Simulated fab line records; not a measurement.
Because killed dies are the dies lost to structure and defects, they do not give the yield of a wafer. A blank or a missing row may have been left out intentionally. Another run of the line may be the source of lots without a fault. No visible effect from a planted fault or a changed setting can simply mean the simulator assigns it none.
fab line records :: flow ritCmos
[record]
  lots = 15
  wafers = 45
  lastDay = 7
route steps=202 shown SILICIDE@162 M1@202
lots that met no fault: taken from a fault-free run of the same line
startH: the number of hours between the record's first day and the start of the first shown wafer of the lot :: waitH: hours since the lot's step before :: " repeats the value in the row above :: L1.1+2: several wafers, shown together as one row :: - no value present, or no start provided :: * or withheld: withheld :: < > ~ a bound
route shown NAME@n: names a module that has steps shown in the file, with the first one's number in the route :: usual: average and standard deviation across the fault-free wafers :: same: alike in all rows :: chamber/n: place in a boat :: sites: per-site readings :: _std_site: standard deviation of those values :: _edge_site: the outer-site mean with the inner-site mean subtracted :: radiusMm: for every site, how far away it sits from the centre of the wafer :: mask NAME#n: copy n :: behind: tool/chamber where the wafer was last shaped :: hold: the reason the lot was held/the length of the hold in hours/how it ended :: device: the transistor (n, p or np) that didn't switch :: end of line: the route-end tests of the same wafers :: a step without rows: its recipe alone :: killed: count of dies lost to structure and defects at first sort (not the wafer's yield) :: map: dies across one wafer; x = killed, . = not, _ = none there
set.NAME: setting as actually run; set.NAME@STEP: the setting as run at that earlier step :: model.NAME: the simulator's own value behind a step, which no gauge read
the route's steps for a sample of lots (tables are steps, rows are wafers)
services: when a tool's chamber went out of use (startH, in hours from the record's first day, below 0 if earlier), for how many hours, and the reason
[[steps]]
[step RIT_SILICIDE_SPUTTER_01]
[recipe]
  material = Ti
  targetThkNm = 30
  powerW = 358.6
  chamberPressurePa = 0.667
  gas = Ar
  timeS = 240
  substrateTempC = 25
[usual]
  throttleValvePct = 30.4/0.94
lot.wafer: L258.3
tool: pvdSputter-04
chamber: -
startH: 67.60
waitH: 0.0
throttleValvePct: 29.3

lot.wafer: L258.4
tool: pvdSputter-04
chamber: -
startH: 67.60
waitH: 0.0
throttleValvePct: 29.2

lot.wafer: L258.5
tool: pvdSputter-04
chamber: -
startH: 67.60
waitH: 0.0
throttleValvePct: 32.6

lot.wafer: L261.1
tool: pvdSputter-04
chamber: -
startH: 80.35
waitH: 0.0
throttleValvePct: 30.9

lot.wafer: L261.4
tool: pvdSputter-04
chamber: -
startH: 80.35
waitH: 0.0
throttleValvePct: 29.4

lot.wafer: L261.5
tool: pvdSputter-04
chamber: -
startH: 80.35
waitH: 0.0
throttleValvePct: 29.7

lot.wafer: L262.1
tool: pvdSputter-01
chamber: -
startH: 80.82
waitH: 0.0
throttleValvePct: 30.4

lot.wafer: L262.3
tool: pvdSputter-01
chamber: -
startH: 80.82
waitH: 0.0
throttleValvePct: 31.0

lot.wafer: L262.5
tool: pvdSputter-01
chamber: -
startH: 80.82
waitH: 0.0
throttleValvePct: 31.0

lot.wafer: L263.3
tool: pvdSputter-04
chamber: -
startH: 84.47
waitH: 0.0
throttleValvePct: 30.8

lot.wafer: L263.4
tool: pvdSputter-04
chamber: -
startH: 84.47
waitH: 0.0
throttleValvePct: 29.5

lot.wafer: L263.5
tool: pvdSputter-04
chamber: -
startH: 84.47
waitH: 0.0
throttleValvePct: 29.5

lot.wafer: L264.1
tool: pvdSputter-01
chamber: -
startH: 95.74
waitH: 0.0
throttleValvePct: 30.9

lot.wafer: L264.2
tool: pvdSputter-01
chamber: -
startH: 95.74
waitH: 0.0
throttleValvePct: 29.7

lot.wafer: L264.5
tool: pvdSputter-01
chamber: -
startH: 95.74
waitH: 0.0
throttleValvePct: 30.2

lot.wafer: L266.2
tool: pvdSputter-02
chamber: -
startH: 98.12
waitH: 0.0
throttleValvePct: 29.2

lot.wafer: L266.3
tool: pvdSputter-02
chamber: -
startH: 98.12
waitH: 0.0
throttleValvePct: 29.8

lot.wafer: L266.4
tool: pvdSputter-02
chamber: -
startH: 98.12
waitH: 0.0
throttleValvePct: 30.4

lot.wafer: L265.1
tool: pvdSputter-01
chamber: -
startH: 102.29
waitH: 0.0
throttleValvePct: 30.2

lot.wafer: L265.3
tool: pvdSputter-01
chamber: -
startH: 102.29
waitH: 0.0
throttleValvePct: 30.9

lot.wafer: L265.6
tool: pvdSputter-01
chamber: -
startH: 102.29
waitH: 0.0
throttleValvePct: 30.4

lot.wafer: L267.1
tool: pvdSputter-04
chamber: -
startH: 108.48
waitH: 0.0
throttleValvePct: 30.6

lot.wafer: L267.2
tool: pvdSputter-04
chamber: -
startH: 108.48
waitH: 0.0
throttleValvePct: 29.3

lot.wafer: L267.5
tool: pvdSputter-04
chamber: -
startH: 108.48
waitH: 0.0
throttleValvePct: 30.8

lot.wafer: L268.1
tool: pvdSputter-01
chamber: -
startH: 115.14
waitH: 0.0
throttleValvePct: 31.1

lot.wafer: L268.4
tool: pvdSputter-01
chamber: -
startH: 115.14
waitH: 0.0
throttleValvePct: 29.8

lot.wafer: L268.5
tool: pvdSputter-01
chamber: -
startH: 115.14
waitH: 0.0
throttleValvePct: 29.9

lot.wafer: L269.1
tool: pvdSputter-02
chamber: -
startH: 117.38
waitH: 0.0
throttleValvePct: 30.3

lot.wafer: L269.3
tool: pvdSputter-02
chamber: -
startH: 117.38
waitH: 0.0
throttleValvePct: 29.9

lot.wafer: L269.4
tool: pvdSputter-02
chamber: -
startH: 117.38
waitH: 0.0
throttleValvePct: 29.0

lot.wafer: L270.3
tool: pvdSputter-01
chamber: -
startH: 121.87
waitH: 0.0
throttleValvePct: 30.2

lot.wafer: L270.4
tool: pvdSputter-01
chamber: -
startH: 121.87
waitH: 0.0
throttleValvePct: 30.4

lot.wafer: L270.6
tool: pvdSputter-01
chamber: -
startH: 121.87
waitH: 0.0
throttleValvePct: 30.6

lot.wafer: L271.1
tool: pvdSputter-04
chamber: -
startH: 128.04
waitH: 0.0
throttleValvePct: 29.4

lot.wafer: L271.3
tool: pvdSputter-04
chamber: -
startH: 128.04
waitH: 0.0
throttleValvePct: 29.6

lot.wafer: L271.6
tool: pvdSputter-04
chamber: -
startH: 128.04
waitH: 0.0
throttleValvePct: 30.5

lot.wafer: L271.1
tool: pvdSputter-04
chamber: -
startH: 128.36
waitH: 0.2
throttleValvePct: 29.1

lot.wafer: L271.3
tool: pvdSputter-04
chamber: -
startH: 128.36
waitH: 0.2
throttleValvePct: 29.5

lot.wafer: L271.6
tool: pvdSputter-04
chamber: -
startH: 128.36
waitH: 0.2
throttleValvePct: 30.9

lot.wafer: L272.1
tool: pvdSputter-01
chamber: -
startH: 133.61
waitH: 0.0
throttleValvePct: 30.8

lot.wafer: L272.5
tool: pvdSputter-01
chamber: -
startH: 133.61
waitH: 0.0
throttleValvePct: 31.3

lot.wafer: L272.6
tool: pvdSputter-01
chamber: -
startH: 133.61
waitH: 0.0
throttleValvePct: 30.3

lot.wafer: L273.1
tool: pvdSputter-04
chamber: -
startH: 139.50
waitH: 0.0
throttleValvePct: 29.4

lot.wafer: L273.4
tool: pvdSputter-04
chamber: -
startH: 139.50
waitH: 0.0
throttleValvePct: 32.4

lot.wafer: L273.6
tool: pvdSputter-04
chamber: -
startH: 139.50
waitH: 0.0
throttleValvePct: 29.5

lot.wafer: L273.1
tool: pvdSputter-04
chamber: -
startH: 139.82
waitH: 0.2
throttleValvePct: 29.2

lot.wafer: L273.4
tool: pvdSputter-04
chamber: -
startH: 139.82
waitH: 0.2
throttleValvePct: 32.8

lot.wafer: L273.6
tool: pvdSputter-04
chamber: -
startH: 139.82
waitH: 0.2
throttleValvePct: 29.6

lot.wafer: L279.4
tool: pvdSputter-01
chamber: -
startH: 165.46
waitH: 0.0
throttleValvePct: 29.6

lot.wafer: L279.5
tool: pvdSputter-01
chamber: -
startH: 165.46
waitH: 0.0
throttleValvePct: 29.6

lot.wafer: L279.6
tool: pvdSputter-01
chamber: -
startH: 165.46
waitH: 0.0
throttleValvePct: 30.7

lot.wafer: L279.4
tool: pvdSputter-01
chamber: -
startH: 165.78
waitH: 0.2
throttleValvePct: 29.6

lot.wafer: L279.5
tool: pvdSputter-01
chamber: -
startH: 165.78
waitH: 0.2
throttleValvePct: 30.1

lot.wafer: L279.6
tool: pvdSputter-01
chamber: -
startH: 165.78
waitH: 0.2
throttleValvePct: 30.6
[step RIT_SILICIDE_RS_MEAS_02]
[recipe]
  thkMeasGauge = four-point-probe
  reads = Ti_of_SILICIDE_SPUTTER_01
[usual]
  SILICIDE_TI_RS = 46.2/0.72
lot.wafer: L258.3
tool: filmMetro-03
chamber: -
startH: 67.81
waitH: 0.1
SILICIDE_TI_RS[ohm/sq]: 47.5

lot.wafer: L258.4
tool: filmMetro-03
chamber: -
startH: 67.81
waitH: 0.1
SILICIDE_TI_RS[ohm/sq]: 47.4

lot.wafer: L258.5
tool: filmMetro-03
chamber: -
startH: 67.81
waitH: 0.1
SILICIDE_TI_RS[ohm/sq]: 46.9

lot.wafer: L261.1
tool: filmMetro-03
chamber: -
startH: 80.50
waitH: 0.1
SILICIDE_TI_RS[ohm/sq]: 46.8

lot.wafer: L261.4
tool: filmMetro-03
chamber: -
startH: 80.50
waitH: 0.1
SILICIDE_TI_RS[ohm/sq]: 47.7

lot.wafer: L261.5
tool: filmMetro-03
chamber: -
startH: 80.50
waitH: 0.1
SILICIDE_TI_RS[ohm/sq]: 47.6

lot.wafer: L262.1
tool: filmMetro-03
chamber: -
startH: 80.97
waitH: 0.1
SILICIDE_TI_RS[ohm/sq]: 46.0

lot.wafer: L262.3
tool: filmMetro-03
chamber: -
startH: 80.97
waitH: 0.1
SILICIDE_TI_RS[ohm/sq]: 46.0

lot.wafer: L262.5
tool: filmMetro-03
chamber: -
startH: 80.97
waitH: 0.1
SILICIDE_TI_RS[ohm/sq]: 46.0

lot.wafer: L263.3
tool: filmMetro-03
chamber: -
startH: 84.66
waitH: 0.1
SILICIDE_TI_RS[ohm/sq]: 46.3

lot.wafer: L263.4
tool: filmMetro-03
chamber: -
startH: 84.66
waitH: 0.1
SILICIDE_TI_RS[ohm/sq]: 47.1

lot.wafer: L263.5
tool: filmMetro-03
chamber: -
startH: 84.66
waitH: 0.1
SILICIDE_TI_RS[ohm/sq]: 47.8

lot.wafer: L264.1
tool: filmMetro-01
chamber: -
startH: 95.89
waitH: 0.1
SILICIDE_TI_RS[ohm/sq]: 45.4

lot.wafer: L264.2
tool: filmMetro-01
chamber: -
startH: 95.89
waitH: 0.1
SILICIDE_TI_RS[ohm/sq]: 46.3

lot.wafer: L264.5
tool: filmMetro-01
chamber: -
startH: 95.89
waitH: 0.1
SILICIDE_TI_RS[ohm/sq]: 46.2

lot.wafer: L266.2
tool: filmMetro-02
chamber: -
startH: 98.29
waitH: 0.1
SILICIDE_TI_RS[ohm/sq]: 46.2

lot.wafer: L266.3
tool: filmMetro-02
chamber: -
startH: 98.29
waitH: 0.1
SILICIDE_TI_RS[ohm/sq]: 46.2

lot.wafer: L266.4
tool: filmMetro-02
chamber: -
startH: 98.29
waitH: 0.1
SILICIDE_TI_RS[ohm/sq]: 45.8

lot.wafer: L265.1
tool: filmMetro-02
chamber: -
startH: 102.44
waitH: 0.1
SILICIDE_TI_RS[ohm/sq]: 45.3

lot.wafer: L265.3
tool: filmMetro-02
chamber: -
startH: 102.44
waitH: 0.1
SILICIDE_TI_RS[ohm/sq]: 45.3

lot.wafer: L265.6
tool: filmMetro-02
chamber: -
startH: 102.44
waitH: 0.1
SILICIDE_TI_RS[ohm/sq]: 45.5

lot.wafer: L267.1
tool: filmMetro-01
chamber: -
startH: 108.63
waitH: 0.1
SILICIDE_TI_RS[ohm/sq]: 46.5

lot.wafer: L267.2
tool: filmMetro-01
chamber: -
startH: 108.63
waitH: 0.1
SILICIDE_TI_RS[ohm/sq]: 47.0

lot.wafer: L267.5
tool: filmMetro-01
chamber: -
startH: 108.63
waitH: 0.1
SILICIDE_TI_RS[ohm/sq]: 45.6

lot.wafer: L268.1
tool: filmMetro-01
chamber: -
startH: 115.29
waitH: 0.1
SILICIDE_TI_RS[ohm/sq]: 46.3

lot.wafer: L268.4
tool: filmMetro-01
chamber: -
startH: 115.29
waitH: 0.1
SILICIDE_TI_RS[ohm/sq]: 46.6

lot.wafer: L268.5
tool: filmMetro-01
chamber: -
startH: 115.29
waitH: 0.1
SILICIDE_TI_RS[ohm/sq]: 46.0

lot.wafer: L269.1
tool: filmMetro-02
chamber: -
startH: 117.53
waitH: 0.1
SILICIDE_TI_RS[ohm/sq]: 45.8

lot.wafer: L269.3
tool: filmMetro-02
chamber: -
startH: 117.53
waitH: 0.1
SILICIDE_TI_RS[ohm/sq]: 45.8

lot.wafer: L269.4
tool: filmMetro-02
chamber: -
startH: 117.53
waitH: 0.1
SILICIDE_TI_RS[ohm/sq]: 45.8

lot.wafer: L270.3
tool: filmMetro-01
chamber: -
startH: 122.06
waitH: 0.1
SILICIDE_TI_RS[ohm/sq]: 45.0

lot.wafer: L270.4
tool: filmMetro-01
chamber: -
startH: 122.06
waitH: 0.1
SILICIDE_TI_RS[ohm/sq]: 44.9

lot.wafer: L270.6
tool: filmMetro-01
chamber: -
startH: 122.06
waitH: 0.1
SILICIDE_TI_RS[ohm/sq]: 45.4

lot.wafer: L271.1
tool: filmMetro-03
chamber: -
startH: 128.51
waitH: 0.1
SILICIDE_TI_RS[ohm/sq]: 19.8

lot.wafer: L271.3
tool: filmMetro-03
chamber: -
startH: 128.51
waitH: 0.1
SILICIDE_TI_RS[ohm/sq]: 20.0

lot.wafer: L271.6
tool: filmMetro-03
chamber: -
startH: 128.51
waitH: 0.1
SILICIDE_TI_RS[ohm/sq]: 19.5

lot.wafer: L272.1
tool: filmMetro-01
chamber: -
startH: 133.76
waitH: 0.1
SILICIDE_TI_RS[ohm/sq]: 45.8

lot.wafer: L272.5
tool: filmMetro-01
chamber: -
startH: 133.76
waitH: 0.1
SILICIDE_TI_RS[ohm/sq]: 45.1

lot.wafer: L272.6
tool: filmMetro-01
chamber: -
startH: 133.76
waitH: 0.1
SILICIDE_TI_RS[ohm/sq]: 44.9

lot.wafer: L273.1
tool: filmMetro-01
chamber: -
startH: 139.97
waitH: 0.1
SILICIDE_TI_RS[ohm/sq]: 20.0

lot.wafer: L273.4
tool: filmMetro-01
chamber: -
startH: 139.97
waitH: 0.1
SILICIDE_TI_RS[ohm/sq]: 20.0

lot.wafer: L273.6
tool: filmMetro-01
chamber: -
startH: 139.97
waitH: 0.1
SILICIDE_TI_RS[ohm/sq]: 20.0

lot.wafer: L279.4
tool: filmMetro-03
chamber: -
startH: 165.99
waitH: 0.1
SILICIDE_TI_RS[ohm/sq]: 19.4

lot.wafer: L279.5
tool: filmMetro-03
chamber: -
startH: 165.99
waitH: 0.1
SILICIDE_TI_RS[ohm/sq]: 19.5

lot.wafer: L279.6
tool: filmMetro-03
chamber: -
startH: 165.99
waitH: 0.1
SILICIDE_TI_RS[ohm/sq]: 19.5
[step RIT_SILICIDE_THK_MEAS_03]
[recipe]
  thkMeasGauge = xrf
  reads = Ti_of_SILICIDE_SPUTTER_01
[usual]
  SILICIDE_TI_THK = 31.3/0.4
lot.wafer: L258.3
tool: filmMetro-03
chamber: -
startH: 67.91
waitH: 0.1
SILICIDE_TI_THK[nm]: 30.4

lot.wafer: L258.4
tool: filmMetro-03
chamber: -
startH: 67.91
waitH: 0.1
SILICIDE_TI_THK[nm]: 30.5

lot.wafer: L258.5
tool: filmMetro-03
chamber: -
startH: 67.91
waitH: 0.1
SILICIDE_TI_THK[nm]: 30.9

lot.wafer: L261.1
tool: filmMetro-03
chamber: -
startH: 80.62
waitH: 0.1
SILICIDE_TI_THK[nm]: 31.0

lot.wafer: L261.4
tool: filmMetro-03
chamber: -
startH: 80.62
waitH: 0.1
SILICIDE_TI_THK[nm]: 30.7

lot.wafer: L261.5
tool: filmMetro-03
chamber: -
startH: 80.62
waitH: 0.1
SILICIDE_TI_THK[nm]: 30.7

lot.wafer: L262.1
tool: filmMetro-03
chamber: -
startH: 81.09
waitH: 0.1
SILICIDE_TI_THK[nm]: 31.6

lot.wafer: L262.3
tool: filmMetro-03
chamber: -
startH: 81.09
waitH: 0.1
SILICIDE_TI_THK[nm]: 31.4

lot.wafer: L262.5
tool: filmMetro-03
chamber: -
startH: 81.09
waitH: 0.1
SILICIDE_TI_THK[nm]: 31.6

lot.wafer: L263.3
tool: filmMetro-03
chamber: -
startH: 84.76
waitH: 0.1
SILICIDE_TI_THK[nm]: 31.4

lot.wafer: L263.4
tool: filmMetro-03
chamber: -
startH: 84.76
waitH: 0.1
SILICIDE_TI_THK[nm]: 31.0

lot.wafer: L263.5
tool: filmMetro-03
chamber: -
startH: 84.76
waitH: 0.1
SILICIDE_TI_THK[nm]: 30.6

lot.wafer: L264.1
tool: filmMetro-01
chamber: -
startH: 96.01
waitH: 0.1
SILICIDE_TI_THK[nm]: 31.9

lot.wafer: L264.2
tool: filmMetro-01
chamber: -
startH: 96.01
waitH: 0.1
SILICIDE_TI_THK[nm]: 31.4

lot.wafer: L264.5
tool: filmMetro-01
chamber: -
startH: 96.01
waitH: 0.1
SILICIDE_TI_THK[nm]: 31.4

lot.wafer: L266.2
tool: filmMetro-02
chamber: -
startH: 98.40
waitH: 0.1
SILICIDE_TI_THK[nm]: 31.1

lot.wafer: L266.3
tool: filmMetro-02
chamber: -
startH: 98.40
waitH: 0.1
SILICIDE_TI_THK[nm]: 31.0

lot.wafer: L266.4
tool: filmMetro-02
chamber: -
startH: 98.40
waitH: 0.1
SILICIDE_TI_THK[nm]: 31.2

lot.wafer: L265.1
tool: filmMetro-02
chamber: -
startH: 102.56
waitH: 0.1
SILICIDE_TI_THK[nm]: 31.6

lot.wafer: L265.3
tool: filmMetro-02
chamber: -
startH: 102.56
waitH: 0.1
SILICIDE_TI_THK[nm]: 31.6

lot.wafer: L265.6
tool: filmMetro-02
chamber: -
startH: 102.56
waitH: 0.1
SILICIDE_TI_THK[nm]: 31.4

lot.wafer: L267.1
tool: filmMetro-01
chamber: -
startH: 108.75
waitH: 0.1
SILICIDE_TI_THK[nm]: 31.3

lot.wafer: L267.2
tool: filmMetro-01
chamber: -
startH: 108.75
waitH: 0.1
SILICIDE_TI_THK[nm]: 31.0

lot.wafer: L267.5
tool: filmMetro-01
chamber: -
startH: 108.75
waitH: 0.1
SILICIDE_TI_THK[nm]: 31.7

lot.wafer: L268.1
tool: filmMetro-01
chamber: -
startH: 115.41
waitH: 0.1
SILICIDE_TI_THK[nm]: 31.3

lot.wafer: L268.4
tool: filmMetro-01
chamber: -
startH: 115.41
waitH: 0.1
SILICIDE_TI_THK[nm]: 31.3

lot.wafer: L268.5
tool: filmMetro-01
chamber: -
startH: 115.41
waitH: 0.1
SILICIDE_TI_THK[nm]: 31.6

lot.wafer: L269.1
tool: filmMetro-02
chamber: -
startH: 117.65
waitH: 0.1
SILICIDE_TI_THK[nm]: 31.3

lot.wafer: L269.3
tool: filmMetro-02
chamber: -
startH: 117.65
waitH: 0.1
SILICIDE_TI_THK[nm]: 31.2

lot.wafer: L269.4
tool: filmMetro-02
chamber: -
startH: 117.65
waitH: 0.1
SILICIDE_TI_THK[nm]: 31.3

lot.wafer: L270.3
tool: filmMetro-01
chamber: -
startH: 122.16
waitH: 0.1
SILICIDE_TI_THK[nm]: 31.8

lot.wafer: L270.4
tool: filmMetro-01
chamber: -
startH: 122.16
waitH: 0.1
SILICIDE_TI_THK[nm]: 31.9

lot.wafer: L270.6
tool: filmMetro-01
chamber: -
startH: 122.16
waitH: 0.1
SILICIDE_TI_THK[nm]: 31.7

lot.wafer: L271.1
tool: filmMetro-03
chamber: -
startH: 128.63
waitH: 0.1
SILICIDE_TI_THK[nm]: 62.4

lot.wafer: L271.3
tool: filmMetro-03
chamber: -
startH: 128.63
waitH: 0.1
SILICIDE_TI_THK[nm]: 61.7

lot.wafer: L271.6
tool: filmMetro-03
chamber: -
startH: 128.63
waitH: 0.1
SILICIDE_TI_THK[nm]: 63.1

lot.wafer: L272.1
tool: filmMetro-01
chamber: -
startH: 133.88
waitH: 0.1
SILICIDE_TI_THK[nm]: 31.7

lot.wafer: L272.5
tool: filmMetro-01
chamber: -
startH: 133.88
waitH: 0.1
SILICIDE_TI_THK[nm]: 32.1

lot.wafer: L272.6
tool: filmMetro-01
chamber: -
startH: 133.88
waitH: 0.1
SILICIDE_TI_THK[nm]: 32.0

lot.wafer: L273.1
tool: filmMetro-01
chamber: -
startH: 140.09
waitH: 0.1
SILICIDE_TI_THK[nm]: 61.9

lot.wafer: L273.4
tool: filmMetro-01
chamber: -
startH: 140.09
waitH: 0.1
SILICIDE_TI_THK[nm]: 61.9

lot.wafer: L273.6
tool: filmMetro-01
chamber: -
startH: 140.09
waitH: 0.1
SILICIDE_TI_THK[nm]: 62.3

lot.wafer: L279.4
tool: filmMetro-03
chamber: -
startH: 166.08
waitH: 0.1
SILICIDE_TI_THK[nm]: 63.6

lot.wafer: L279.5
tool: filmMetro-03
chamber: -
startH: 166.08
waitH: 0.1
SILICIDE_TI_THK[nm]: 63.6

lot.wafer: L279.6
tool: filmMetro-03
chamber: -
startH: 166.08
waitH: 0.1
SILICIDE_TI_THK[nm]: 63.2
[step RIT_M1_PROBE_99]
[usual]
  killedAtContacts = 0.1/0.23
  killedAtFrontEnd = 6.6/2.8
  killedDies = 6.6/2.8
  killedOnRim = 1.8/1.4
  killedOpen = 3.3/2
  killedShort = 3.2/1.7
[same]
  grossDies = 264
  killed_at_M0_to_M3 = 0
  killed_at_M4_up = 0
  killedAtBackSide = 0
  killedAtOther = 0
lot.wafer: L271.1
tool: prober-02
chamber: -
startH: 135.44
waitH: 0.1
killedAtContacts: 0
killedAtFrontEnd: 7
killedDies: 7
killedOnRim: 3
killedOpen: 3
killedShort: 4

lot.wafer: L271.3
tool: prober-02
chamber: -
startH: 135.54
waitH: 0.2
killedAtContacts: 1
killedAtFrontEnd: 3
killedDies: 4
killedOnRim: 1
killedOpen: 3
killedShort: 1

lot.wafer: L271.6
tool: prober-02
chamber: -
startH: 135.69
waitH: 0.2
killedAtContacts: 0
killedAtFrontEnd: 11
killedDies: 11
killedOnRim: 3
killedOpen: 7
killedShort: 4

lot.wafer: L273.1
tool: prober-02
chamber: -
startH: 146.86
waitH: 0.1
killedAtContacts: 0
killedAtFrontEnd: 12
killedDies: 12
killedOnRim: 3
killedOpen: 5
killedShort: 6

lot.wafer: L273.4
tool: prober-02
chamber: -
startH: 147.01
waitH: 0.2
killedAtContacts: 0
killedAtFrontEnd: 11
killedDies: 11
killedOnRim: 5
killedOpen: 6
killedShort: 5

lot.wafer: L273.6
tool: prober-02
chamber: -
startH: 147.11
waitH: 0.2
killedAtContacts: 0
killedAtFrontEnd: 16
killedDies: 16
killedOnRim: 4
killedOpen: 11
killedShort: 4

lot.wafer: L279.4
tool: prober-02
chamber: -
startH: 173.91
waitH: 0.2
killedAtContacts: 0
killedAtFrontEnd: 11
killedDies: 11
killedOnRim: 4
killedOpen: 7
killedShort: 4

lot.wafer: L279.5
tool: prober-02
chamber: -
startH: 173.96
waitH: 0.2
killedAtContacts: 0
killedAtFrontEnd: 13
killedDies: 13
killedOnRim: 3
killedOpen: 7
killedShort: 6

lot.wafer: L279.6
tool: prober-02
chamber: -
startH: 174.01
waitH: 0.2
killedAtContacts: 0
killedAtFrontEnd: 8
killedDies: 8
killedOnRim: 2
killedOpen: 4
killedShort: 4
// killed by level:class
L271.1 GATE:geometricParticle:open=3 FOX1:geometricParticle:short=2 REOX:geometricParticle:short=2
L271.3 FOX2:geometricParticle:open=1 GATE:geometricParticle:open=1 REOX:geometricParticle:short=1 CONTACT:geometricParticle:open=1
L271.6 GATE:geometricParticle:short=4 GATE:geometricParticle:open=4 FOX2:geometricParticle:open=2 FOX1:geometricParticle:open=1
L273.1 GATE:geometricParticle:open=2 REOX:geometricParticle:short=2 SILICIDE:geometricParticle:open=2 FOX1:geometricParticle:short=1 GATE:geometricParticle:short=1 REOX:geometricParticle:open=1 SPACER:geometricParticle:short=1 SILICIDE:geometricParticle:short=1
L273.4 GATE:geometricParticle:short=3 FOX1:geometricParticle:open=2 GATE:geometricParticle:open=2 REOX:geometricParticle:short=2 REOX:geometricParticle:open=1 SILICIDE:geometricParticle:open=1
L273.6 GATE:geometricParticle:open=8 FOX1:geometricParticle:open=2 GATE:geometricParticle:short=2 SILICIDE:geometricParticle:short=2 SILICIDE:geometricParticle:open=1 NWELL:coatMicrobubblePrinted=1
L279.4 GATE:geometricParticle:open=3 GATE:geometricParticle:short=3 SILICIDE:geometricParticle:open=2 FOX2:geometricParticle:open=1 REOX:geometricParticle:open=1 REOX:geometricParticle:short=1
L279.5 SILICIDE:geometricParticle:open=4 SILICIDE:geometricParticle:short=3 GATE:geometricParticle:short=2 REOX:geometricParticle:open=2 GATE:geometricParticle:open=1 REOX:geometricParticle:short=1
L279.6 GATE:geometricParticle:open=2 GATE:geometricParticle:short=1 REOX:geometricParticle:open=1 REOX:geometricParticle:short=1 SPACER:geometricParticle:short=1 SILICIDE:geometricParticle:open=1 SILICIDE:geometricParticle:short=1
[[services]]
tool: pvdSputter-01
chamber: -
startH: 46.64
hours: 0.7
kind: repair

tool: pvdSputter-04
chamber: -
startH: 164.15
hours: 2.6
kind: repair
[[key]]
[firstSign]
  step = RIT_SILICIDE_SPUTTER_01
  reading = visit
  direction = added
[effect]
  step = RIT_SILICIDE_RS_MEAS_02
  reading = SILICIDE_TI_RS
  direction = down
  sigmas = 37
  usual = 46.2
  struck = 19.8
[effect]
  step = RIT_SILICIDE_THK_MEAS_03
  reading = SILICIDE_TI_THK
  direction = up
  sigmas = 78
  usual = 31.3
  struck = 62.6
metAt RIT_SILICIDE_SPUTTER_01
struckLots L271,L273,L279
testerLeftOut L271,L273,L279
[fault]
  kind = repeatedStepWhole
  tool = pvdSputter-01,pvdSputter-02,pvdSputter-04
  chamber = -
  onsetH = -
  steps = RIT_SILICIDE_SPUTTER_01
  times = 1
  scope = struckLotsOnly
// testerLeftOut: of these lots the tester's yield and bins aren't shown, on N5 and GAA mostly nor the transistor test; their killed dies are dies lost to structure and defects alone, not to doping, threshold or leakage, so they don't give the yield
